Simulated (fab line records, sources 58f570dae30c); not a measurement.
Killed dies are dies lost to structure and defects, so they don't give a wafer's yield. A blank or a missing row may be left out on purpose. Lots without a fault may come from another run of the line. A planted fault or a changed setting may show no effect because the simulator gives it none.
Split-lot experiment | flow berkeley_cmos170 | 5 lots, 23 wafers read, on a route of 331 steps

THE SPLIT
At UCB170_NVT_COAT_01 (resist thk 900 nm), the setting spin_rpm was moved away from the recipe's 1500 rpm on 8 of the 23 wafers read, by -7.1% to +6.7%. The other wafers ran this setting at the recipe's value.

The reading is taken at the split's own step.

THE READING
KrF_of_NVT_COAT_01.thk_nm (the simulator's own value, which no gauge read), in nm, at UCB170_NVT_COAT_01 (resist thk 900 nm). The file gives no usual value for it. The 15 wafers here that ran the recipe average 901.2 nm, standard deviation 1.3 nm.

wafer  | tool, chamber at the split | spin_rpm as run, rpm | against the recipe | KrF_of_NVT_COAT_01.thk_nm, nm | against lot-mates on the recipe
L074.1 | litho_track-02, 0          | 1500                 | recipe             | 904.2                         | -
L074.3 | litho_track-02, 0          | 1500                 | recipe             | 901.1                         | -
L074.5 | litho_track-02, 0          | 1500                 | recipe             | 900.5                         | -
L079.1 | litho_track-04, 0          | 1600                 | +6.7%              | 872.9                         | -29.0
L079.2 | litho_track-04, 0          | 1600                 | +6.7%              | 871.4                         | -30.5
L079.4 | litho_track-04, 0          | 1600                 | +6.7%              | 871.4                         | -30.5
L079.3 | litho_track-04, 0          | 1500                 | recipe             | 901.1                         | -
L079.6 | litho_track-04, 0          | 1500                 | recipe             | 902.7                         | -
L078.1 | litho_track-03, 0          | 1500                 | recipe             | 901.6                         | -
L078.2 | litho_track-03, 0          | 1416                 | -5.6%              | 927.1                         | +26.3
L078.3 | litho_track-03, 0          | 1500                 | recipe             | 900.7                         | -
L078.5 | litho_track-03, 0          | 1416                 | -5.6%              | 926.4                         | +25.6
L078.6 | litho_track-03, 0          | 1500                 | recipe             | 900.1                         | -
L082.1 | litho_track-03, 0          | 1500                 | recipe             | 903.5                         | -
L082.2 | litho_track-03, 0          | 1500                 | recipe             | 900.4                         | -
L082.3 | litho_track-03, 0          | 1500                 | recipe             | 900.8                         | -
L082.4 | litho_track-03, 0          | 1500                 | recipe             | 901.3                         | -
L082.6 | litho_track-03, 0          | 1500                 | recipe             | 900.3                         | -
L083.1 | litho_track-02, 0          | 1394                 | -7.1%              | 934.1                         | +34.2
L083.2 | litho_track-02, 0          | 1500                 | recipe             | 899.6                         | -
L083.3 | litho_track-02, 0          | 1394                 | -7.1%              | 935                           | +35.1
L083.4 | litho_track-02, 0          | 1394                 | -7.1%              | 932.4                         | +32.5
L083.6 | litho_track-02, 0          | 1500                 | recipe             | 900.1                         | -

THE FIT
A straight line over all 23 wafers: KrF_of_NVT_COAT_01.thk_nm changes by -4.51 nm for each +1% of spin_rpm; r = -1.00; the points scatter about the line by 1.2 nm.
The same after taking each lot's own level away (the mean of its wafers on the recipe; 23 wafers): -4.65 nm for each +1%; r = -1.00; scatter 1.1 nm.
On that fit, the largest move of spin_rpm shifts the reading by 33 nm.
The lots' own levels span 899.85 to 901.93 nm, that is 1.6 times the standard deviation above.
So the lot-to-lot level changes the slope little: the two slopes agree.
Check: with one of the wafers moved furthest among these (-7.1%) left out of the fit, the line predicts +32.9 nm for it against its lot-mates. It came out at +34.2 nm against them.

OTHER SPLITS ON THESE WAFERS
These wafers also went through other splits before the reading. Each is held against what the fit with the lots' levels taken away leaves over:
other split on the same wafers          | wafers away from the commonest value | r with KrF_of_NVT_COAT_01.thk_nm (lot level and that fit taken away)
UCB170_NWELL_OXIDATION_01 temp_c        | 18                                   | -0.04
UCB170_NWELL_IMPLANT_14 energy_kev      | 9                                    | -0.04
UCB170_PWELL_COAT_08 spin_rpm           | 4                                    | -0.20
UCB170_PWELL_ETCH_14 over_etch_frac     | 9                                    | +0.21
UCB170_ACTIVE_CVD_05 nh3_flow_sccm      | 15                                   | +0.05
UCB170_PFIELD_DEVELOP_05 develop_time_s | 5                                    | +0.00

THE WHOLE CHAIN: every reading that the file lists as answering this split, in the file's order
step                | what it does      | reading                                                                    | change (the file's fit)              | r (the file's)
UCB170_NVT_COAT_01  | resist thk 900 nm | KrF_of_NVT_COAT_01.thk_nm (the simulator's own value, which no gauge read) | -4.66 nm for each +1% of the setting | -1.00
UCB170_NVT_STRIP_08 | strips in O2      | strip_time_to_endpoint_s                                                   | withheld for each +1% of the setting | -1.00

THE FILE'S OWN FIT
KrF_of_NVT_COAT_01.thk_nm changes by -4.66 nm for each +1% of spin_rpm, r = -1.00.
